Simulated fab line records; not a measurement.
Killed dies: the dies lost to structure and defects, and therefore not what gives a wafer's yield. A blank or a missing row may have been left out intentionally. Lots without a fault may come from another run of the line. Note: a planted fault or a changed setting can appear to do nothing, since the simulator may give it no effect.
fab line records / flow berkeleyCmos170
[record] lots = 15 wafers = 45 lastDay = 14
route steps=331 shown M3@310
lots with no fault: from the same line, run without faults
startH: hours from the record's first day to the start of the lot's first wafer shown / waitH: time in hours since the lot's previous step / " the same as in the row above / L1.1+2: several wafers, shown together as one row / - no value, or no start given / * or withheld: withheld / < > ~ a bound
route shown NAME@n: a module of which the file shows steps, and the number in the route of the first / usual: mean/standard deviation taken from wafers without a fault / same: alike in all rows / chamber/n: place in a boat / sites: readings site by site / _std_site: the standard deviation of these / _edge_site: the outer-site mean with the inner-site mean subtracted / radiusMm: for every site, how far away it sits from the centre of the wafer / mask NAME#n: copy n / behind: the most recent tool/chamber to have shaped the wafer / hold: what put the lot on hold/how long, in hours/how the hold closed / device: whichever transistor did not switch (one of n, p or np) / end of line: the tests these same wafers got at the end of their route / for a step that has no rows: nothing shown but its recipe / killed: not the wafer's yield, but the dies lost to structure and defects at the first sort / map: per-die view of a wafer (x killed, . not killed, _ where there is no die)
set.NAME: the run value of the setting; set.NAME@STEP: its run value at that earlier step / model.NAME: the simulator's own value behind a step, which no gauge read
a sample of lots followed through the steps of the route, with each step as a table and each wafer as a row
services: when a tool's chamber went out of use (startH, in hours from the record's first day, below 0 if earlier), for how many hours, and the reason
[[steps]]
[step UCB170_M3_SPUTTER_01]
[recipe] material = Al targetThkNm = 900 timeS = 120 powerW = 6000 chamberPressurePa = 0.5
[usual] throttleValvePct = 29.8/0.94
lot.wafer=L438.1 tool=pvdSputter-02 chamber=- startH=192.17 waitH=0.0 throttleValvePct=30.3
lot.wafer=L438.3 tool=pvdSputter-02 chamber=- startH=192.17 waitH=0.0 throttleValvePct=30.9
lot.wafer=L438.4 tool=pvdSputter-02 chamber=- startH=192.17 waitH=0.0 throttleValvePct=30.4
lot.wafer=L439.1 tool=pvdSputter-01 chamber=- startH=207.86 waitH=0.0 throttleValvePct=29.5
lot.wafer=L439.4 tool=pvdSputter-01 chamber=- startH=207.86 waitH=0.0 throttleValvePct=29.1
lot.wafer=L439.6 tool=pvdSputter-01 chamber=- startH=207.86 waitH=0.0 throttleValvePct=30.0
lot.wafer=L442.2 tool=pvdSputter-02 chamber=- startH=209.42 waitH=0.0 throttleValvePct=30.1
lot.wafer=L442.5 tool=pvdSputter-02 chamber=- startH=209.42 waitH=0.0 throttleValvePct=30.2
lot.wafer=L442.6 tool=pvdSputter-02 chamber=- startH=209.42 waitH=0.0 throttleValvePct=30.7
lot.wafer=L441.1 tool=pvdSputter-03 chamber=- startH=210.84 waitH=0.0 throttleValvePct=31.5
lot.wafer=L441.5 tool=pvdSputter-03 chamber=- startH=210.84 waitH=0.0 throttleValvePct=31.4
lot.wafer=L441.6 tool=pvdSputter-03 chamber=- startH=210.84 waitH=0.0 throttleValvePct=29.2
lot.wafer=L440.2 tool=pvdSputter-01 chamber=- startH=211.03 waitH=0.0 throttleValvePct=29.3
lot.wafer=L440.3 tool=pvdSputter-01 chamber=- startH=211.03 waitH=0.0 throttleValvePct=29.1
lot.wafer=L440.4 tool=pvdSputter-01 chamber=- startH=211.03 waitH=0.0 throttleValvePct=30.1
lot.wafer=L444.1 tool=pvdSputter-01 chamber=- startH=226.46 waitH=0.0 throttleValvePct=29.4
lot.wafer=L444.2 tool=pvdSputter-01 chamber=- startH=226.46 waitH=0.0 throttleValvePct=29.2
lot.wafer=L444.3 tool=pvdSputter-01 chamber=- startH=226.46 waitH=0.0 throttleValvePct=28.1
lot.wafer=L447.3 tool=pvdSputter-02 chamber=- startH=244.42 waitH=0.0 throttleValvePct=29.3
lot.wafer=L447.4 tool=pvdSputter-02 chamber=- startH=244.42 waitH=0.0 throttleValvePct=30.1
lot.wafer=L447.6 tool=pvdSputter-02 chamber=- startH=244.42 waitH=0.0 throttleValvePct=30.5
lot.wafer=L448.1 tool=pvdSputter-03 chamber=- startH=248.33 waitH=0.0 throttleValvePct=29.6
lot.wafer=L448.3 tool=pvdSputter-03 chamber=- startH=248.33 waitH=0.0 throttleValvePct=31.3
lot.wafer=L448.6 tool=pvdSputter-03 chamber=- startH=248.33 waitH=0.0 throttleValvePct=29.6
lot.wafer=L449.1 tool=pvdSputter-02 chamber=- startH=251.09 waitH=0.0 throttleValvePct=30.9
lot.wafer=L449.2 tool=pvdSputter-02 chamber=- startH=251.09 waitH=0.0 throttleValvePct=30.8
lot.wafer=L449.6 tool=pvdSputter-02 chamber=- startH=251.09 waitH=0.0 throttleValvePct=30.9
lot.wafer=L451.1 tool=pvdSputter-01 chamber=- startH=266.58 waitH=0.0 throttleValvePct=29.0
lot.wafer=L451.2 tool=pvdSputter-01 chamber=- startH=266.58 waitH=0.0 throttleValvePct=29.8
lot.wafer=L451.5 tool=pvdSputter-01 chamber=- startH=266.58 waitH=0.0 throttleValvePct=30.2
lot.wafer=L450.1 tool=pvdSputter-03 chamber=- startH=270.24 waitH=0.0 throttleValvePct=29.8
lot.wafer=L450.3 tool=pvdSputter-03 chamber=- startH=270.24 waitH=0.0 throttleValvePct=31.4
lot.wafer=L450.4 tool=pvdSputter-03 chamber=- startH=270.24 waitH=0.0 throttleValvePct=29.4
lot.wafer=L452.1 tool=pvdSputter-01 chamber=- startH=271.05 waitH=0.0 throttleValvePct=29.3
lot.wafer=L452.2 tool=pvdSputter-01 chamber=- startH=271.05 waitH=0.0 throttleValvePct=29.2
lot.wafer=L452.6 tool=pvdSputter-01 chamber=- startH=271.05 waitH=0.0 throttleValvePct=29.2
lot.wafer=L453.1 tool=pvdSputter-02 chamber=- startH=271.35 waitH=0.0 throttleValvePct=29.7
lot.wafer=L453.4 tool=pvdSputter-02 chamber=- startH=271.35 waitH=0.0 throttleValvePct=30.5
lot.wafer=L453.5 tool=pvdSputter-02 chamber=- startH=271.35 waitH=0.0 throttleValvePct=30.1
lot.wafer=L457.1 tool=pvdSputter-01 chamber=- startH=304.69 waitH=0.0 throttleValvePct=27.9
lot.wafer=L457.2 tool=pvdSputter-01 chamber=- startH=304.69 waitH=0.0 throttleValvePct=29.9
lot.wafer=L457.5 tool=pvdSputter-01 chamber=- startH=304.69 waitH=0.0 throttleValvePct=29.9
lot.wafer=L461.1 tool=pvdSputter-03 chamber=- startH=320.55 waitH=0.0 throttleValvePct=29.6
lot.wafer=L461.2 tool=pvdSputter-03 chamber=- startH=320.55 waitH=0.0 throttleValvePct=28.3
lot.wafer=L461.5 tool=pvdSputter-03 chamber=- startH=320.55 waitH=0.0 throttleValvePct=29.8
[step UCB170_M3_PEB_13]
[recipe] pebTempC = 130 pebTimeS = withheld resist = KrF
[usual] chillPlateTempC = 22.99/0.095 exhaustPa = 45.0/0.85 resistLineTempC = 23.01/0.11
lot.wafer=L438.1 tool=lithoTrack-04 chamber=0 startH=193.94 waitH=0.2 chillPlateTempC=23.10 exhaustPa=44.3 resistLineTempC=22.80
lot.wafer=L438.3 tool=lithoTrack-04 chamber=0 startH=193.94 waitH=0.2 chillPlateTempC=23.10 exhaustPa=46.2 resistLineTempC=22.88
lot.wafer=L438.4 tool=lithoTrack-04 chamber=0 startH=193.94 waitH=0.2 chillPlateTempC=23.11 exhaustPa=44.9 resistLineTempC=22.93
lot.wafer=L439.1 tool=lithoTrack-03 chamber=0 startH=209.69 waitH=0.1 chillPlateTempC=22.97 exhaustPa=45.8 resistLineTempC=23.01
lot.wafer=L439.4 tool=lithoTrack-03 chamber=0 startH=209.69 waitH=0.1 chillPlateTempC=22.93 exhaustPa=45.5 resistLineTempC=22.92
lot.wafer=L439.6 tool=lithoTrack-03 chamber=0 startH=209.69 waitH=0.1 chillPlateTempC=22.98 exhaustPa=45.5 resistLineTempC=22.92
lot.wafer=L442.2 tool=lithoTrack-03 chamber=0 startH=211.12 waitH=0.1 chillPlateTempC=23.00 exhaustPa=45.7 resistLineTempC=23.01
lot.wafer=L442.5 tool=lithoTrack-03 chamber=0 startH=211.12 waitH=0.1 chillPlateTempC=22.91 exhaustPa=45.1 resistLineTempC=23.20
lot.wafer=L442.6 tool=lithoTrack-03 chamber=0 startH=211.12 waitH=0.1 chillPlateTempC=22.85 exhaustPa=45.1 resistLineTempC=22.97
lot.wafer=L441.1 tool=lithoTrack-01 chamber=0 startH=212.67 waitH=0.1 chillPlateTempC=22.92 exhaustPa=45.3 resistLineTempC=23.09
lot.wafer=L441.5 tool=lithoTrack-01 chamber=0 startH=212.67 waitH=0.1 chillPlateTempC=23.11 exhaustPa=46.0 resistLineTempC=22.85
lot.wafer=L441.6 tool=lithoTrack-01 chamber=0 startH=212.67 waitH=0.1 chillPlateTempC=22.86 exhaustPa=45.6 resistLineTempC=23.18
lot.wafer=L440.2 tool=lithoTrack-01 chamber=0 startH=212.97 waitH=0.1 chillPlateTempC=22.90 exhaustPa=45.4 resistLineTempC=22.82
lot.wafer=L440.3 tool=lithoTrack-01 chamber=0 startH=212.97 waitH=0.1 chillPlateTempC=22.99 exhaustPa=44.7 resistLineTempC=22.80
lot.wafer=L440.4 tool=lithoTrack-01 chamber=0 startH=212.97 waitH=0.1 chillPlateTempC=22.95 exhaustPa=44.0 resistLineTempC=23.01
lot.wafer=L444.1 tool=lithoTrack-04 chamber=0 startH=229.24 waitH=0.2 chillPlateTempC=22.91 exhaustPa=44.5 resistLineTempC=22.89
lot.wafer=L444.2 tool=lithoTrack-04 chamber=0 startH=229.24 waitH=0.2 chillPlateTempC=22.96 exhaustPa=44.5 resistLineTempC=22.85
lot.wafer=L444.3 tool=lithoTrack-04 chamber=0 startH=229.24 waitH=0.2 chillPlateTempC=22.92 exhaustPa=45.1 resistLineTempC=22.87
lot.wafer=L447.3 tool=lithoTrack-01 chamber=0 startH=247.38 waitH=0.6 chillPlateTempC=23.21 exhaustPa=44.6 resistLineTempC=23.05
lot.wafer=L447.4 tool=lithoTrack-01 chamber=0 startH=247.38 waitH=0.6 chillPlateTempC=23.05 exhaustPa=44.0 resistLineTempC=23.02
lot.wafer=L447.6 tool=lithoTrack-01 chamber=0 startH=247.38 waitH=0.6 chillPlateTempC=23.03 exhaustPa=44.2 resistLineTempC=22.99
lot.wafer=L448.1 tool=lithoTrack-04 chamber=0 startH=250.16 waitH=0.1 chillPlateTempC=23.13 exhaustPa=46.4 resistLineTempC=22.82
lot.wafer=L448.3 tool=lithoTrack-04 chamber=0 startH=250.16 waitH=0.1 chillPlateTempC=22.96 exhaustPa=45.6 resistLineTempC=22.94
lot.wafer=L448.6 tool=lithoTrack-04 chamber=0 startH=250.16 waitH=0.1 chillPlateTempC=23.05 exhaustPa=44.9 resistLineTempC=23.08
lot.wafer=L449.1 tool=lithoTrack-01 chamber=0 startH=252.90 waitH=0.1 chillPlateTempC=22.88 exhaustPa=45.6 resistLineTempC=23.01
lot.wafer=L449.2 tool=lithoTrack-01 chamber=0 startH=252.90 waitH=0.1 chillPlateTempC=22.81 exhaustPa=45.8 resistLineTempC=22.80
lot.wafer=L449.6 tool=lithoTrack-01 chamber=0 startH=252.90 waitH=0.1 chillPlateTempC=22.78 exhaustPa=45.8 resistLineTempC=23.08
lot.wafer=L451.1 tool=lithoTrack-03 chamber=0 startH=268.30 waitH=0.1 chillPlateTempC=22.75 exhaustPa=44.1 resistLineTempC=22.90
lot.wafer=L451.2 tool=lithoTrack-03 chamber=0 startH=268.30 waitH=0.1 chillPlateTempC=23.00 exhaustPa=45.0 resistLineTempC=22.97
lot.wafer=L451.5 tool=lithoTrack-03 chamber=0 startH=268.30 waitH=0.1 chillPlateTempC=22.93 exhaustPa=46.4 resistLineTempC=23.01
lot.wafer=L450.1 tool=lithoTrack-04 chamber=- startH=272.52 waitH=0.7 chillPlateTempC=- exhaustPa=- resistLineTempC=-
lot.wafer=L450.3 tool=lithoTrack-04 chamber=- startH=272.52 waitH=0.7 chillPlateTempC=- exhaustPa=- resistLineTempC=-
lot.wafer=L450.4 tool=lithoTrack-04 chamber=- startH=272.52 waitH=0.7 chillPlateTempC=- exhaustPa=- resistLineTempC=-
lot.wafer=L452.1 tool=lithoTrack-01 chamber=- startH=274.14 waitH=1.0 chillPlateTempC=- exhaustPa=- resistLineTempC=-
lot.wafer=L452.2 tool=lithoTrack-01 chamber=- startH=274.14 waitH=1.0 chillPlateTempC=- exhaustPa=- resistLineTempC=-
lot.wafer=L452.6 tool=lithoTrack-01 chamber=- startH=274.14 waitH=1.0 chillPlateTempC=- exhaustPa=- resistLineTempC=-
lot.wafer=L453.1 tool=lithoTrack-03 chamber=- startH=274.44 waitH=0.7 chillPlateTempC=- exhaustPa=- resistLineTempC=-
lot.wafer=L453.4 tool=lithoTrack-03 chamber=- startH=274.44 waitH=0.7 chillPlateTempC=- exhaustPa=- resistLineTempC=-
lot.wafer=L453.5 tool=lithoTrack-03 chamber=- startH=274.44 waitH=0.7 chillPlateTempC=- exhaustPa=- resistLineTempC=-
lot.wafer=L457.1 tool=lithoTrack-01 chamber=0 startH=307.23 waitH=0.3 chillPlateTempC=22.80 exhaustPa=43.0 resistLineTempC=23.10
lot.wafer=L457.2 tool=lithoTrack-01 chamber=0 startH=307.23 waitH=0.3 chillPlateTempC=22.81 exhaustPa=42.4 resistLineTempC=23.17
lot.wafer=L457.5 tool=lithoTrack-01 chamber=0 startH=307.23 waitH=0.3 chillPlateTempC=22.92 exhaustPa=44.0 resistLineTempC=23.11
lot.wafer=L461.1 tool=lithoTrack-04 chamber=0 startH=323.80 waitH=0.4 chillPlateTempC=23.02 exhaustPa=44.0 resistLineTempC=22.90
lot.wafer=L461.2 tool=lithoTrack-04 chamber=0 startH=323.80 waitH=0.4 chillPlateTempC=23.14 exhaustPa=45.5 resistLineTempC=23.01
lot.wafer=L461.5 tool=lithoTrack-04 chamber=0 startH=323.80 waitH=0.4 chillPlateTempC=22.93 exhaustPa=45.3 resistLineTempC=22.97
[step UCB170_M3_CD_MEAS_15]
[recipe] targetCdNm = 700
[usual] cdNm = 699.8/1.4
lot.wafer=L438.1 tool=cdSem-02 chamber=- startH=194.21 waitH=- cdNm=699.7
lot.wafer=L438.3 tool=cdSem-02 chamber=- startH=194.21 waitH=- cdNm=700.6
lot.wafer=L438.4 tool=cdSem-02 chamber=- startH=194.21 waitH=- cdNm=700.5
lot.wafer=L439.1 tool=cdSem-01 chamber=- startH=209.97 waitH=- cdNm=697.8
lot.wafer=L439.4 tool=cdSem-01 chamber=- startH=209.97 waitH=- cdNm=698.7
lot.wafer=L439.6 tool=cdSem-01 chamber=- startH=209.97 waitH=- cdNm=699.9
lot.wafer=L442.2 tool=cdSem-01 chamber=- startH=211.39 waitH=- cdNm=700.4
lot.wafer=L442.5 tool=cdSem-01 chamber=- startH=211.39 waitH=- cdNm=701.8
lot.wafer=L442.6 tool=cdSem-01 chamber=- startH=211.39 waitH=- cdNm=700.0
lot.wafer=L441.1 tool=cdSem-01 chamber=- startH=212.95 waitH=- cdNm=700.1
lot.wafer=L441.5 tool=cdSem-01 chamber=- startH=212.95 waitH=- cdNm=698.3
lot.wafer=L441.6 tool=cdSem-01 chamber=- startH=212.95 waitH=- cdNm=697.7
lot.wafer=L440.2 tool=cdSem-02 chamber=- startH=213.24 waitH=- cdNm=698.4
lot.wafer=L440.3 tool=cdSem-02 chamber=- startH=213.24 waitH=- cdNm=701.0
lot.wafer=L440.4 tool=cdSem-02 chamber=- startH=213.24 waitH=- cdNm=701.5
lot.wafer=L444.1 tool=cdSem-01 chamber=- startH=229.56 waitH=- cdNm=702.1
lot.wafer=L444.2 tool=cdSem-01 chamber=- startH=229.56 waitH=- cdNm=701.1
lot.wafer=L444.3 tool=cdSem-01 chamber=- startH=229.56 waitH=- cdNm=702.8
lot.wafer=L447.3 tool=cdSem-01 chamber=- startH=247.65 waitH=- cdNm=701.9
lot.wafer=L447.4 tool=cdSem-01 chamber=- startH=247.65 waitH=- cdNm=702.1
lot.wafer=L447.6 tool=cdSem-01 chamber=- startH=247.65 waitH=- cdNm=702.8
lot.wafer=L448.1 tool=cdSem-02 chamber=- startH=250.43 waitH=- cdNm=701.2
lot.wafer=L448.3 tool=cdSem-02 chamber=- startH=250.43 waitH=- cdNm=701.1
lot.wafer=L448.6 tool=cdSem-02 chamber=- startH=250.43 waitH=- cdNm=701.6
lot.wafer=L449.1 tool=cdSem-01 chamber=- startH=253.18 waitH=- cdNm=698.3
lot.wafer=L449.2 tool=cdSem-01 chamber=- startH=253.18 waitH=- cdNm=698.5
lot.wafer=L449.6 tool=cdSem-01 chamber=- startH=253.18 waitH=- cdNm=697.8
lot.wafer=L451.1 tool=cdSem-02 chamber=- startH=268.58 waitH=- cdNm=698.7
lot.wafer=L451.2 tool=cdSem-02 chamber=- startH=268.58 waitH=- cdNm=700.0
lot.wafer=L451.5 tool=cdSem-02 chamber=- startH=268.58 waitH=- cdNm=700.5
lot.wafer=L450.1 tool=cdSem-02 chamber=- startH=272.80 waitH=- cdNm=-
lot.wafer=L450.3 tool=cdSem-02 chamber=- startH=272.80 waitH=- cdNm=-
lot.wafer=L450.4 tool=cdSem-02 chamber=- startH=272.80 waitH=- cdNm=-
lot.wafer=L452.1 tool=cdSem-02 chamber=- startH=274.41 waitH=- cdNm=-
lot.wafer=L452.2 tool=cdSem-02 chamber=- startH=274.41 waitH=- cdNm=-
lot.wafer=L452.6 tool=cdSem-02 chamber=- startH=274.41 waitH=- cdNm=-
lot.wafer=L453.1 tool=cdSem-02 chamber=- startH=274.71 waitH=- cdNm=-
lot.wafer=L453.4 tool=cdSem-02 chamber=- startH=274.71 waitH=- cdNm=-
lot.wafer=L453.5 tool=cdSem-02 chamber=- startH=274.71 waitH=- cdNm=-
lot.wafer=L457.1 tool=cdSem-02 chamber=- startH=307.51 waitH=- cdNm=700.8
lot.wafer=L457.2 tool=cdSem-02 chamber=- startH=307.51 waitH=- cdNm=699.8
lot.wafer=L457.5 tool=cdSem-02 chamber=- startH=307.51 waitH=- cdNm=700.1
lot.wafer=L461.1 tool=cdSem-01 chamber=- startH=324.07 waitH=- cdNm=699.0
lot.wafer=L461.2 tool=cdSem-01 chamber=- startH=324.07 waitH=- cdNm=698.6
lot.wafer=L461.5 tool=cdSem-01 chamber=- startH=324.07 waitH=- cdNm=698.0
[step UCB170_M3_OVL_MEAS_16]
[usual] M3_OVL = -3/6
lot.wafer=L438.1 tool=overlay-02 chamber=- startH=194.33 waitH=0.1 M3_OVL[nm]=5
lot.wafer=L438.3 tool=overlay-02 chamber=- startH=194.33 waitH=0.1 M3_OVL[nm]=6
lot.wafer=L438.4 tool=overlay-02 chamber=- startH=194.33 waitH=0.1 M3_OVL[nm]=-3
lot.wafer=L439.1 tool=overlay-02 chamber=- startH=210.09 waitH=0.1 M3_OVL[nm]=-1
lot.wafer=L439.4 tool=overlay-02 chamber=- startH=210.09 waitH=0.1 M3_OVL[nm]=4
lot.wafer=L439.6 tool=overlay-02 chamber=- startH=210.09 waitH=0.1 M3_OVL[nm]=0
lot.wafer=L442.2 tool=overlay-02 chamber=- startH=211.50 waitH=0.1 M3_OVL[nm]=1
lot.wafer=L442.5 tool=overlay-02 chamber=- startH=211.50 waitH=0.1 M3_OVL[nm]=-9
lot.wafer=L442.6 tool=overlay-02 chamber=- startH=211.50 waitH=0.1 M3_OVL[nm]=0
lot.wafer=L441.1 tool=overlay-01 chamber=- startH=213.07 waitH=0.1 M3_OVL[nm]=-8
lot.wafer=L441.5 tool=overlay-01 chamber=- startH=213.07 waitH=0.1 M3_OVL[nm]=-7
lot.wafer=L441.6 tool=overlay-01 chamber=- startH=213.07 waitH=0.1 M3_OVL[nm]=-16
lot.wafer=L440.2 tool=overlay-02 chamber=- startH=213.35 waitH=0.1 M3_OVL[nm]=-10
lot.wafer=L440.3 tool=overlay-02 chamber=- startH=213.35 waitH=0.1 M3_OVL[nm]=0
lot.wafer=L440.4 tool=overlay-02 chamber=- startH=213.35 waitH=0.1 M3_OVL[nm]=-12
lot.wafer=L444.1 tool=overlay-02 chamber=- startH=229.68 waitH=0.1 M3_OVL[nm]=-6
lot.wafer=L444.2 tool=overlay-02 chamber=- startH=229.68 waitH=0.1 M3_OVL[nm]=-4
lot.wafer=L444.3 tool=overlay-02 chamber=- startH=229.68 waitH=0.1 M3_OVL[nm]=-1
lot.wafer=L447.3 tool=overlay-01 chamber=- startH=247.74 waitH=0.1 M3_OVL[nm]=-6
lot.wafer=L447.4 tool=overlay-01 chamber=- startH=247.74 waitH=0.1 M3_OVL[nm]=-18
lot.wafer=L447.6 tool=overlay-01 chamber=- startH=247.74 waitH=0.1 M3_OVL[nm]=-9
lot.wafer=L448.1 tool=overlay-01 chamber=- startH=250.55 waitH=0.1 M3_OVL[nm]=-4
lot.wafer=L448.3 tool=overlay-01 chamber=- startH=250.55 waitH=0.1 M3_OVL[nm]=-7
lot.wafer=L448.6 tool=overlay-01 chamber=- startH=250.55 waitH=0.1 M3_OVL[nm]=2
lot.wafer=L449.1 tool=overlay-02 chamber=- startH=253.30 waitH=0.1 M3_OVL[nm]=-5
lot.wafer=L449.2 tool=overlay-02 chamber=- startH=253.30 waitH=0.1 M3_OVL[nm]=0
lot.wafer=L449.6 tool=overlay-02 chamber=- startH=253.30 waitH=0.1 M3_OVL[nm]=9
lot.wafer=L451.1 tool=overlay-02 chamber=- startH=268.70 waitH=0.1 M3_OVL[nm]=-8
lot.wafer=L451.2 tool=overlay-02 chamber=- startH=268.70 waitH=0.1 M3_OVL[nm]=5
lot.wafer=L451.5 tool=overlay-02 chamber=- startH=268.70 waitH=0.1 M3_OVL[nm]=0
lot.wafer=L450.1 tool=overlay-02 chamber=- startH=272.92 waitH=0.1 M3_OVL[nm]=-
lot.wafer=L450.3 tool=overlay-02 chamber=- startH=272.92 waitH=0.1 M3_OVL[nm]=-
lot.wafer=L450.4 tool=overlay-02 chamber=- startH=272.92 waitH=0.1 M3_OVL[nm]=-
lot.wafer=L452.1 tool=overlay-02 chamber=- startH=274.53 waitH=0.1 M3_OVL[nm]=-
lot.wafer=L452.2 tool=overlay-02 chamber=- startH=274.53 waitH=0.1 M3_OVL[nm]=-
lot.wafer=L452.6 tool=overlay-02 chamber=- startH=274.53 waitH=0.1 M3_OVL[nm]=-
lot.wafer=L453.1 tool=overlay-02 chamber=- startH=274.83 waitH=0.1 M3_OVL[nm]=-
lot.wafer=L453.4 tool=overlay-02 chamber=- startH=274.83 waitH=0.1 M3_OVL[nm]=-
lot.wafer=L453.5 tool=overlay-02 chamber=- startH=274.83 waitH=0.1 M3_OVL[nm]=-
lot.wafer=L457.1 tool=overlay-01 chamber=- startH=307.63 waitH=0.1 M3_OVL[nm]=1
lot.wafer=L457.2 tool=overlay-01 chamber=- startH=307.63 waitH=0.1 M3_OVL[nm]=2
lot.wafer=L457.5 tool=overlay-01 chamber=- startH=307.63 waitH=0.1 M3_OVL[nm]=-1
lot.wafer=L461.1 tool=overlay-02 chamber=- startH=324.19 waitH=0.1 M3_OVL[nm]=-6
lot.wafer=L461.2 tool=overlay-02 chamber=- startH=324.19 waitH=0.1 M3_OVL[nm]=1
lot.wafer=L461.5 tool=overlay-02 chamber=- startH=324.19 waitH=0.1 M3_OVL[nm]=-11
[[services]]
tool=pvdSputter-01 chamber=- startH=175.53 hours=2.6 kind=repair
tool=pvdSputter-01 chamber=- startH=192.82 hours=0.6 kind=repair
tool=pvdSputter-03 chamber=- startH=223.89 hours=0.5 kind=repair
tool=pvdSputter-01 chamber=- startH=249.72 hours=5.3 kind=repair
tool=pvdSputter-03 chamber=- startH=264.65 hours=1.0 kind=repair
tool=pvdSputter-03 chamber=- startH=276.71 hours=4.5 kind=repair
tool=pvdSputter-02 chamber=- startH=280.12 hours=0.8 kind=repair
[[key]]
[firstSign] step = UCB170_M3_PEB_13 reading = toolRecord direction = missing
effect none on later readings
metAt UCB170_M3_PEB_13
struckLots L450,L452,L453
laterRowsLeftOut L450.1,L450.3,L450.4,L452.1,L452.2,L452.6,L453.1,L453.4,L453.5
sortLeftOut L450.1,L450.3,L450.4,L452.1,L452.2,L452.6,L453.1,L453.4,L453.5
notActingAt UCB170_M3_SPUTTER_01,UCB170_M3_CD_MEAS_15,UCB170_M3_OVL_MEAS_16
onsetBetween 268.30 272.52
[fault] kind = skippedStepWhole tool = lithoTrack-01,lithoTrack-03,lithoTrack-04 chamber = - onsetH = 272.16 steps = UCB170_M3_PEB_13 scope = struckLotsOnly
// sortLeftOut: the simulated sort isn't trusted on such a fault, so these wafers' sort isn't shown, and their yield isn't known
// laterRowsLeftOut: the simulator's readings of these wafers behind a module that went badly wrong aren't trusted and aren't shown, but for the sort
